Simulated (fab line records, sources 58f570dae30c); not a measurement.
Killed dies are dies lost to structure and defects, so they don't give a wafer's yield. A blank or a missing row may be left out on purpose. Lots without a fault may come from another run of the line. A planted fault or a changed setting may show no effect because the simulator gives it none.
Which tool did it? | flow berkeley_cmos170 | 14 lots, 42 wafers sampled, at 3 steps of a route of 331

WHAT THE GAUGES READ, wafer by wafer
UCB170_NSD_TW_MEAS_10.
lot  | measured     | on            | NSD_TW
L725 | day 8 11:25  | film_metro-01 | 4233 4222 4212
L726 | day 8 16:23  | film_metro-01 | 4251 4253 4234
L728 | day 9 03:10  | film_metro-03 | 4199 4205 4221
L729 | day 9 03:01  | film_metro-02 | 4186 4189 4202
L732 | day 10 00:31 | film_metro-03 | 4215 4202 4231
L733 | day 10 00:26 | film_metro-02 | 4180 4169 4189
L735 | day 10 00:55 | film_metro-03 | 4211 4219 4218
L736 | day 10 00:19 | film_metro-01 | 4232 4243 4255
L741 | day 11 06:53 | film_metro-02 | 4215 4210 4194
L743 | day 11 17:53 | film_metro-03 | 4219 4213 4215
L745 | day 11 17:59 | film_metro-01 | 4234 4232 4209
L746 | day 12 08:19 | film_metro-03 | 4205 4220 4205
L747 | day 12 08:40 | film_metro-02 | 4192 4199 4198
L748 | day 12 20:03 | film_metro-01 | 4235 4240 4210

WHICH TOOL RAN EACH LOT (tool, then ch and the chambers of the sampled wafers, then the start)
lot  | UCB170_ZERO_STRIP_07                | UCB170_PWELL_ETCH_14
L725 | plasma_asher-02 ch 0,1, day 1 23:29 | rie_diel-03 ch 0,3, day 3 14:10
L726 | plasma_asher-04 ch 0,1, day 2 06:22 | rie_diel-03 ch 1,2, day 4 07:35
L728 | plasma_asher-02 ch 0,1, day 2 20:58 | rie_diel-01 ch 1,2,3, day 4 17:18
L729 | plasma_asher-04 ch 0,1, day 2 21:02 | rie_diel-04 ch 1,2, day 4 17:02
L732 | plasma_asher-04 ch 1, day 3 14:59   | rie_diel-04 ch 0,2,3, day 5 05:31
L733 | plasma_asher-01 ch 0,1, day 3 21:30 | rie_diel-03 ch 0,1, day 5 15:13
L735 | plasma_asher-01 ch 0,1, day 4 03:13 | rie_diel-04 ch 2,3, day 5 15:00
L736 | plasma_asher-02 ch 0,1, day 4 03:28 | rie_diel-01 ch 0,1,3, day 5 14:47
L741 | plasma_asher-01 ch 0,1, day 5 06:03 | rie_diel-04 ch 0,1,2, day 6 16:03
L743 | plasma_asher-01 ch 0,1, day 5 18:11 | rie_diel-03 ch 0,2,3, day 7 02:57
L745 | plasma_asher-04 ch 0,1, day 5 22:20 | rie_diel-04 ch 0,1,3, day 7 03:41
L746 | plasma_asher-04 ch 0,1, day 6 02:46 | rie_diel-03 ch 1,3, day 7 16:31
L747 | plasma_asher-04 ch 0,1, day 6 12:17 | rie_diel-04 ch 0,3, day 7 22:10
L748 | plasma_asher-02 ch 0,1, day 6 17:02 | rie_diel-03 ch 0,1,3, day 8 03:05
- UCB170_ZERO_STRIP_07: strips in O2.
- UCB170_PWELL_ETCH_14: etches Si3N4 in CH3F/Ar/O2, stops on SiO2, target depth 242 nm, time 151 s.

WHAT THE TOOLS THEMSELVES READ (means of the sampled wafers that have a number; where no wafer has one, the mark that the record gives instead)
UCB170_ZERO_STRIP_07.
lot  | tool            | drypump_motor_current_A (A) | o2_flow_sccm (sccm) | oes_product_au (a.u.) | strip_time_to_endpoint_s (s)
L725 | plasma_asher-02 | 6.3                         | 400.3               | 0.724                 | 21.48
L726 | plasma_asher-04 | 5.4                         | 400.3               | 0.728                 | 21.48
L728 | plasma_asher-02 | 6.3                         | 398.9               | 0.732                 | 21.57
L729 | plasma_asher-04 | 5.4                         | 399.9               | 0.731                 | 21.48
L732 | plasma_asher-04 | 5.5                         | 398.5               | 0.724                 | 21.48
L733 | plasma_asher-01 | 6.1                         | 399.6               | 0.729                 | 21.62
L735 | plasma_asher-01 | 5.8                         | 399.2               | 0.730                 | 21.51
L736 | plasma_asher-02 | 6.2                         | 399.9               | 0.724                 | 21.52
L741 | plasma_asher-01 | 6.1                         | 334.3               | 0.711                 | 22.53
L743 | plasma_asher-01 | 6.1                         | 333.2               | 0.708                 | 22.59
L745 | plasma_asher-04 | 5.4                         | 399.9               | 0.730                 | 21.62
L746 | plasma_asher-04 | 5.4                         | 399.8               | 0.725                 | 21.58
L747 | plasma_asher-04 | 5.4                         | 401.9               | 0.730                 | 21.54
L748 | plasma_asher-02 | 6.2                         | 400.7               | 0.729                 | 21.50

UCB170_PWELL_ETCH_14.
lot  | tool        | drypump_motor_current_A (A) | mfc_ar_sccm (sccm) | oes_product_au (a.u.) | throttle_valve_pct (%)
L725 | rie_diel-03 | 5.2                         | 49.98              | 0.966                 | 8.13
L726 | rie_diel-03 | 6.4                         | 50.04              | 0.959                 | 8.00
L728 | rie_diel-01 | 5.3                         | 50.01              | 0.946                 | 8.16
L729 | rie_diel-04 | 5.2                         | 49.96              | 0.917                 | 8.04
L732 | rie_diel-04 | 5.1                         | 49.89              | 0.933                 | 8.08
L733 | rie_diel-03 | 6.1                         | 50.22              | 0.956                 | 8.05
L735 | rie_diel-04 | 5.1                         | 50.05              | 0.914                 | 8.05
L736 | rie_diel-01 | 5.5                         | 50.00              | 0.944                 | 8.06
L741 | rie_diel-04 | 5.1                         | 50.06              | 0.930                 | 8.04
L743 | rie_diel-03 | 5.5                         | 49.85              | 0.953                 | 8.07
L745 | rie_diel-04 | 5.2                         | 50.13              | 0.932                 | 8.09
L746 | rie_diel-03 | 5.3                         | 49.90              | 0.956                 | 8.18
L747 | rie_diel-04 | 5.2                         | 49.81              | 0.921                 | 8.13
L748 | rie_diel-03 | 5.5                         | 49.92              | 0.959                 | 8.11

THE ANSWER, worked out from the rows above alone
Rule: what is usual is taken from the lots themselves. Put in order of their means at a reading, lots are off if they are a third of the lots or fewer, leave a main group of 4 or more, and stand apart from it by a gap of 3 or more times the standard deviation of the main group's means; of several such gaps the widest counts. A main group whose means are all the same, to the digits that the tables above print for the reading, isn't used. A lot without any number at a reading at which 4 lots or more have one is off too. The other lots that the step has rows for count as sound. The gauges are gone through in route order, then the tools' own readings, and for those a lot's mean is taken as printed above. The first step at which some lot is off is used, and at that step the reading that is off furthest; a lot without a number counts as furthest.
Off: L741, L743, at UCB170_ZERO_STRIP_07 (o2_flow_sccm). The main group: mean 399.9 sccm, standard deviation 0.84.
A tool fits if, at that step or a process step before it, it ran every lot that is off, and no sound lot after the first of them. One fits: plasma_asher-01 at UCB170_ZERO_STRIP_07. Its last sound lot is L735 (day 4 03:13), its first lot that is off L741 (day 5 06:03): a fault that began between those two fits.
The tool's own readings at UCB170_ZERO_STRIP_07 bear it out: on the lots that are off they differ by more than 5 times the standard deviation of the sound lots' means. o2_flow_sccm reads 333.8 sccm there against 399.9 sccm on the sound lots; oes_product_au reads 0.710 a.u. there against 0.728 a.u. on the sound lots; strip_time_to_endpoint_s reads 22.56 s there against 21.53 s on the sound lots.

WHAT THE SIMULATOR HAD PUT IN
Process parameter drift: plasma_asher-01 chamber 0, from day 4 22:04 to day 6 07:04, at UCB170_ZERO_STRIP_07. Setting o2_flow_sccm, moved by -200, from 400. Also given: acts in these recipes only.
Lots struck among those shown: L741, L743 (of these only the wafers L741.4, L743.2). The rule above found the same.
